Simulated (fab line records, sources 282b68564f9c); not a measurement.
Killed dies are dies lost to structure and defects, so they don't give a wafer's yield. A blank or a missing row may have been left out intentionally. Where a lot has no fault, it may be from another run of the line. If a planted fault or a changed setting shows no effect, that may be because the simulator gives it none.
Which tool did it? / flow ritCmos / 39 wafers from 13 lots sampled at 2 of the route's 202 steps

== WHAT THE GAUGES SHOWED, per wafer ==
No reading from a measuring or inspecting step in the record can be judged against a usual standard deviation.

== WHICH TOOL RAN EACH LOT (tool, then ch and the chambers of the sampled wafers, then the start) ==
lot=L106; RIT_GATE_ETCH_19=rieSi-02 ch 0,1,2, day 2 13:58; RIT_M1_PROBE_99=-
lot=L107; RIT_GATE_ETCH_19=rieSi-01 ch 0,1,3, day 2 20:23; RIT_M1_PROBE_99=-
lot=L108; RIT_GATE_ETCH_19=rieSi-02 ch 0,2, day 3 03:16; RIT_M1_PROBE_99=-
lot=L112; RIT_GATE_ETCH_19=rieSi-02 ch 1,3, day 3 23:43; RIT_M1_PROBE_99=-
lot=L114; RIT_GATE_ETCH_19=rieSi-02 ch 0,1,3, day 4 06:11; RIT_M1_PROBE_99=-
lot=L115; RIT_GATE_ETCH_19=rieSi-01 ch 2,3, day 4 11:07; RIT_M1_PROBE_99=prober-02, day 5 07:23
lot=L117; RIT_GATE_ETCH_19=rieSi-01 ch 0,2, day 4 20:55; RIT_M1_PROBE_99=prober-02, day 5 16:38
lot=L120; RIT_GATE_ETCH_19=rieSi-02 ch 1,2,3, day 5 10:55; RIT_M1_PROBE_99=-
lot=L122; RIT_GATE_ETCH_19=rieSi-02 ch 2,3, day 5 22:11; RIT_M1_PROBE_99=-
lot=L124; RIT_GATE_ETCH_19=rieSi-02 ch 1,2,3, day 6 06:01; RIT_M1_PROBE_99=-
lot=L126; RIT_GATE_ETCH_19=rieSi-02 ch 0,1,3, day 6 18:07; RIT_M1_PROBE_99=-
lot=L128; RIT_GATE_ETCH_19=rieSi-02 ch 0,1,3, day 7 03:04; RIT_M1_PROBE_99=-
lot=L129; RIT_GATE_ETCH_19=rieSi-01 ch 1,3, day 7 07:20; RIT_M1_PROBE_99=-
- RIT_GATE_ETCH_19: etches poly-Si in SF6/CHF3/O2, stops on SiO2, time 165 s, target depth 312.5 nm.
- RIT_M1_PROBE_99

== WHAT THE TOOLS THEMSELVES READ (means of the sampled wafers that have a number; where no wafer has one, the mark that the record gives instead) ==
RIT_GATE_ETCH_19. Usual: drypumpMotorCurrentA 5.7 A, standard deviation 0.48; oesProductAu 0.856 a.u., standard deviation 0.016; throttleValvePct 10.31 %, standard deviation 0.16.
lot=L106; tool=rieSi-02; drypumpMotorCurrentA (A)=6.1; oesProductAu (a.u.)=0.851; throttleValvePct (%)=10.38; flag=
lot=L107; tool=rieSi-01; drypumpMotorCurrentA (A)=5.3; oesProductAu (a.u.)=0.865; throttleValvePct (%)=10.23; flag=
lot=L108; tool=rieSi-02; drypumpMotorCurrentA (A)=6.3; oesProductAu (a.u.)=0.862; throttleValvePct (%)=10.30; flag=
lot=L112; tool=rieSi-02; drypumpMotorCurrentA (A)=5.5; oesProductAu (a.u.)=0.838; throttleValvePct (%)=10.43; flag=
lot=L114; tool=rieSi-02; drypumpMotorCurrentA (A)=5.7; oesProductAu (a.u.)=0.857; throttleValvePct (%)=10.34; flag=
lot=L115; tool=rieSi-01; drypumpMotorCurrentA (A)=5.9; oesProductAu (a.u.)=0.862; throttleValvePct (%)=10.15; flag=
lot=L117; tool=rieSi-01; drypumpMotorCurrentA (A)=5.3; oesProductAu (a.u.)=0.849; throttleValvePct (%)=10.43; flag=
lot=L120; tool=rieSi-02; drypumpMotorCurrentA (A)=5.7; oesProductAu (a.u.)=0.851; throttleValvePct (%)=10.34; flag=
lot=L122; tool=rieSi-02; drypumpMotorCurrentA (A)=5.5; oesProductAu (a.u.)=0.870; throttleValvePct (%)=10.22; flag=
lot=L124; tool=rieSi-02; drypumpMotorCurrentA (A)=5.7; oesProductAu (a.u.)=0.857; throttleValvePct (%)=10.34; flag=
lot=L126; tool=rieSi-02; drypumpMotorCurrentA (A)=5.7; oesProductAu (a.u.)=0.848; throttleValvePct (%)=10.34; flag=
lot=L128; tool=rieSi-02; drypumpMotorCurrentA (A)=5.7; oesProductAu (a.u.)=0.859; throttleValvePct (%)=10.34; flag=
lot=L129; tool=rieSi-01; drypumpMotorCurrentA (A)=5.4; oesProductAu (a.u.)=0.853; throttleValvePct (%)=10.17; flag=

RIT_M1_PROBE_99. Usual: killedAtContacts 0.1, standard deviation 0.25; killedAtFrontEnd 6.3, standard deviation 2.9; killedDies 6.4, standard deviation 2.9; killedOpen 3.3, standard deviation 2.1; killedShort 3.1, standard deviation 1.7.
lot=L115 tool=prober-02 killedAtContacts=0.3 killedAtFrontEnd=37.0 killedDies=37.3 killedOpen=2.3 killedShort=2.0 flag=OFF
lot=L117 tool=prober-02 killedAtContacts=0.0 killedAtFrontEnd=36.7 killedDies=36.7 killedOpen=3.3 killedShort=2.7 flag=OFF

== THE ANSWER, worked out from the rows above alone ==
Rule: a lot counts as off when the mean over its wafers that have a number is more than 3 standard deviations away from the usual mean. A lot without any number at a reading at which 4 lots or more have one is off too. All remaining lots with rows at the step are treated as sound. The gauges are gone through in route order, then the tools' own readings, and for those a lot's mean is taken as printed above. The first step at which some lot is off is used, and at that step the reading that is off furthest; a lot without a number counts as furthest.
Off: L115, L117, at RIT_M1_PROBE_99 (killedDies). Neither off nor sound, because the step has no rows for them: L106, L107, L108, L112, L114, L120, L122, L124, L126, L128, L129.
If a tool, at that step or one of the process steps before it, ran each lot that is off and ran no sound lot following the first of them, it fits. Undecided on this evidence; 2 tools fit (rieSi-01 at RIT_GATE_ETCH_19, prober-02 at RIT_M1_PROBE_99).

== WHAT THE SIMULATOR PUT IN ==
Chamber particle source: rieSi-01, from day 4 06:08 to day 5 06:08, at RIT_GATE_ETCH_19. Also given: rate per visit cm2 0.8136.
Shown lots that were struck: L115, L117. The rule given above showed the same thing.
